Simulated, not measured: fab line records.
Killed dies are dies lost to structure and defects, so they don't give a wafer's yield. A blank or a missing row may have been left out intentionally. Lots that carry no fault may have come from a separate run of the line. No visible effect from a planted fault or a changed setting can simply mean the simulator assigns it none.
The tool behind it: which one? + flow berkeleyCmos170 + 15 lots with 45 wafers sampled at 4 steps, on a route of 331 steps

## WHAT EACH GAUGE READ, for each wafer
UCB170_ACTIVE_CD_MEAS_90 targets a cd of 1200 nm. Usual: 1199.7 nm for cdNm, sd 1.6.
| lot  | measured    | on       | cdNm (nm)            | flag |
|------|-------------|----------|----------------------|------|
| L839 | day 3 23:49 | cdSem-01 | 1202.6 1202.0 1203.1 |      |
| L840 | day 4 13:23 | cdSem-02 | 1201.6 1202.1 1201.6 |      |
| L841 | day 4 21:30 | cdSem-02 | 1202.0 1199.3 1199.5 |      |
| L843 | day 5 03:34 | cdSem-02 | 1198.6 1196.9 1198.1 |      |
| L845 | day 5 12:10 | cdSem-02 | 1198.4 1199.2 1198.0 |      |
| L846 | day 5 12:25 | cdSem-01 | 1201.0 1197.3 1197.7 |      |
| L844 | day 5 19:10 | cdSem-02 | 1199.5 1199.0 1199.9 |      |
| L849 | day 6 00:20 | cdSem-01 | 1197.5 1198.2 1198.0 |      |
| L848 | day 6 00:36 | cdSem-02 | 1200.8 1199.3 1200.7 |      |
| L852 | day 7 04:19 | cdSem-01 | 1199.9 1198.8 1199.6 |      |
| L856 | day 7 15:36 | cdSem-02 | 1200.7 1200.1 1201.4 |      |
| L857 | day 8 01:32 | cdSem-01 | 1200.6 1200.7 1201.7 |      |
| L858 | day 8 05:14 | cdSem-01 | 1201.6 1201.9 1201.2 |      |
| L860 | day 8 17:49 | cdSem-01 | 1198.2 1198.0 1197.2 |      |
| L862 | day 9 02:31 | cdSem-01 | 1200.6 1200.8 1202.2 |      |

UCB170_GATE_CD_MEAS_90 targets a cd of 350 nm. Usual: 350.0 nm for cdNm, sd 1.6.
| lot  | measured     | on       | cdNm (nm)         | flag |
|------|--------------|----------|-------------------|------|
| L839 | day 5 22:30  | cdSem-01 | 349.5 348.2 349.8 |      |
| L840 | day 6 15:55  | cdSem-01 | 350.5 351.8 349.8 |      |
| L841 | day 6 22:55  | cdSem-02 | 350.0 350.1 350.8 |      |
| L843 | day 7 06:35  | cdSem-01 | 350.2 349.5 348.5 |      |
| L845 | day 7 08:52  | cdSem-02 | 349.2 349.6 349.4 |      |
| L846 | day 7 08:37  | cdSem-01 | 349.1 349.6 349.7 |      |
| L844 | day 7 18:57  | cdSem-02 | 345.7 346.8 348.3 |      |
| L849 | day 7 18:38  | cdSem-01 | 349.3 351.3 350.3 |      |
| L848 | day 7 18:47  | cdSem-02 | 349.6 351.9 350.9 |      |
| L852 | day 8 22:56  | cdSem-01 | 351.4 351.6 352.6 |      |
| L856 | day 9 06:44  | cdSem-02 | - - -             | OFF  |
| L857 | day 9 22:39  | cdSem-02 | - - -             | OFF  |
| L858 | day 10 04:45 | cdSem-02 | - - -             | OFF  |
| L860 | day 10 10:47 | cdSem-01 | 350.0 353.4 351.3 |      |
| L862 | day 10 23:15 | cdSem-01 | 351.0 350.4 349.0 |      |

## WHICH TOOL RAN EACH LOT (tool, then ch and the chambers of the sampled wafers, then the start)
| lot  | UCB170_PFIELD_STRIP_08             | UCB170_GATE_ETCH_15             |
|------|------------------------------------|---------------------------------|
| L839 | plasmaAsher-04 ch 0,1, day 4 03:16 | rieSi-02 ch 0,2,3, day 5 22:20  |
| L840 | plasmaAsher-03 ch 0,1, day 4 17:40 | rieSi-01 ch 0,3, day 6 15:44    |
| L841 | plasmaAsher-04 ch 0,1, day 4 22:49 | rieSi-02 ch 0,1,3, day 6 22:46  |
| L843 | plasmaAsher-04 ch 0,1, day 5 05:04 | rieSi-01 ch 1,2,3, day 7 06:25  |
| L845 | plasmaAsher-02 ch 0,1, day 5 14:05 | rieSi-02 ch 0,1,3, day 7 08:42  |
| L846 | plasmaAsher-02 ch 0,1, day 5 14:19 | rieSi-01 ch 2,3, day 7 08:28    |
| L844 | plasmaAsher-02 ch 0,1, day 5 21:43 | rieSi-02 ch 0,1,2, day 7 18:48  |
| L849 | plasmaAsher-04 ch 0,1, day 6 02:00 | rieSi-02 ch 0,2,3, day 7 18:30  |
| L848 | plasmaAsher-03 ch 0,1, day 6 02:19 | rieSi-01 ch 0,2,3, day 7 18:33  |
| L852 | plasmaAsher-02 ch 0,1, day 7 06:50 | rieSi-02 ch 1,2,3, day 8 22:43  |
| L856 | plasmaAsher-04 ch 0,1, day 7 17:58 | rieSi-01 ch 0,2,3, day 9 06:34  |
| L857 | plasmaAsher-03 ch 0,1, day 8 05:17 | rieSi-02 ch 0,2,3, day 9 22:30  |
| L858 | plasmaAsher-02 ch 0,1, day 8 08:50 | rieSi-01 ch 1,2,3, day 10 04:32 |
| L860 | plasmaAsher-04 ch 0,1, day 8 21:03 | rieSi-02 ch 0,3, day 10 10:35   |
| L862 | plasmaAsher-02 ch 0,1, day 9 05:25 | rieSi-02 ch 0,1,3, day 10 23:01 |
- UCB170_PFIELD_STRIP_08: strips in O2.
- UCB170_GATE_ETCH_15: etches poly-Si in HBr/Cl2, stops on SiO2, time 56.3 s, target depth 278.2 nm.

## AS READ BY THE TOOLS THEMSELVES (means over the sampled wafers that have a number; for cases with no such wafer, the mark the record gives instead)
UCB170_PFIELD_STRIP_08. Usual: drypumpMotorCurrentA 5.6 A, standard deviation 0.3; oesProductAu 0.734 a.u., standard deviation 0.0042; stripTimeToEndpointS 21.67 s, standard deviation 0.061.
| lot  | tool           | drypumpMotorCurrentA (A) | oesProductAu (a.u.) | stripTimeToEndpointS (s) | flag |
|------|----------------|--------------------------|---------------------|--------------------------|------|
| L839 | plasmaAsher-04 | 5.4                      | 0.734               | 21.66                    |      |
| L840 | plasmaAsher-03 | 5.6                      | 0.737               | 21.69                    |      |
| L841 | plasmaAsher-04 | 5.4                      | 0.733               | 21.68                    |      |
| L843 | plasmaAsher-04 | 5.4                      | 0.735               | 21.61                    |      |
| L845 | plasmaAsher-02 | 5.9                      | 0.732               | 21.58                    |      |
| L846 | plasmaAsher-02 | 5.8                      | 0.733               | 21.68                    |      |
| L844 | plasmaAsher-02 | 5.8                      | 0.732               | 21.58                    |      |
| L849 | plasmaAsher-04 | 5.4                      | 0.737               | 21.72                    |      |
| L848 | plasmaAsher-03 | 5.4                      | 0.732               | 21.61                    |      |
| L852 | plasmaAsher-02 | 5.9                      | 0.735               | 21.60                    |      |
| L856 | plasmaAsher-04 | 5.4                      | 0.737               | 21.69                    |      |
| L857 | plasmaAsher-03 | 5.4                      | 0.736               | 21.76                    |      |
| L858 | plasmaAsher-02 | 5.8                      | 0.736               | 21.64                    |      |
| L860 | plasmaAsher-04 | 5.4                      | 0.735               | 21.74                    |      |
| L862 | plasmaAsher-02 | 5.9                      | 0.740               | 21.78                    |      |

UCB170_GATE_ETCH_15. Usual: HBr_flow_sccm 150.0 sccm, standard deviation 0.44; biasW 149.9 W, standard deviation 0.42; drypumpMotorCurrentA 5.8 A, standard deviation 0.46; oesProductAu 0.845 a.u., standard deviation 0.013; rfFwdPowerW 297.6 W, standard deviation 1.1; throttleValvePct 26.43 %, standard deviation 0.28.
| lot  | tool     | HBr_flow_sccm (sccm) | biasW (W) | drypumpMotorCurrentA (A) | oesProductAu (a.u.) | rfFwdPowerW (W) | throttleValvePct (%) | flag |
|------|----------|----------------------|-----------|--------------------------|---------------------|-----------------|----------------------|------|
| L839 | rieSi-02 | 149.7                | 150.0     | 5.9                      | 0.834               | 297.4           | 26.32                |      |
| L840 | rieSi-01 | 149.4                | 149.9     | 5.5                      | 0.845               | 297.9           | 26.81                |      |
| L841 | rieSi-02 | 149.6                | 149.9     | 6.2                      | 0.847               | 298.8           | 26.33                |      |
| L843 | rieSi-01 | 150.2                | 149.9     | 5.3                      | 0.840               | 297.1           | 26.62                |      |
| L845 | rieSi-02 | 149.4                | 150.1     | 6.2                      | 0.833               | 297.3           | 26.33                |      |
| L846 | rieSi-01 | 150.4                | 149.7     | 5.2                      | 0.835               | 297.4           | 26.37                |      |
| L844 | rieSi-02 | 150.1                | 150.3     | 6.0                      | 0.837               | 298.3           | 26.42                |      |
| L849 | rieSi-02 | 149.9                | 150.0     | 5.9                      | 0.842               | 298.1           | 26.33                |      |
| L848 | rieSi-01 | 149.8                | 150.0     | 5.5                      | 0.851               | 297.3           | 26.54                |      |
| L852 | rieSi-02 | 149.8                | 150.0     | 6.2                      | 0.846               | 298.3           | 26.23                |      |
| L856 | rieSi-01 | -                    | -         | -                        | -                   | -               | -                    | OFF  |
| L857 | rieSi-02 | -                    | -         | -                        | -                   | -               | -                    | OFF  |
| L858 | rieSi-01 | -                    | -         | -                        | -                   | -               | -                    | OFF  |
| L860 | rieSi-02 | 149.6                | 149.6     | 6.1                      | 0.847               | 297.5           | 26.24                |      |
| L862 | rieSi-02 | 150.3                | 149.9     | 6.2                      | 0.854               | 298.8           | 26.34                |      |

## THE ANSWER, worked out from the rows above alone
Rule: lot off if the mean of its wafers having a number is beyond 3 standard deviations from the usual mean. A lot without any number at a reading at which 4 lots or more have one is off too. Any other lot the step has rows for is counted as sound. The gauges are gone through in route order, then the tools' own readings, and for those a lot's mean is taken as printed above. The first step at which some lot is off is used, and at that step the reading that is off furthest; a lot without a number counts as furthest.
Off: L856, L857, L858, at UCB170_GATE_CD_MEAS_90 (cdNm). Without a number there: L856, L857, L858.
A tool fits if, at a process step before that reading, it ran every lot that is off, and no sound lot after the first of them. The gauges at UCB170_GATE_CD_MEAS_90 aren't tried: what is off there is off at UCB170_GATE_ETCH_15 too, on other tools, and a gauge's error can't cause that. Not one of the candidates tried fits.

## WHAT THE SIMULATOR PUT IN
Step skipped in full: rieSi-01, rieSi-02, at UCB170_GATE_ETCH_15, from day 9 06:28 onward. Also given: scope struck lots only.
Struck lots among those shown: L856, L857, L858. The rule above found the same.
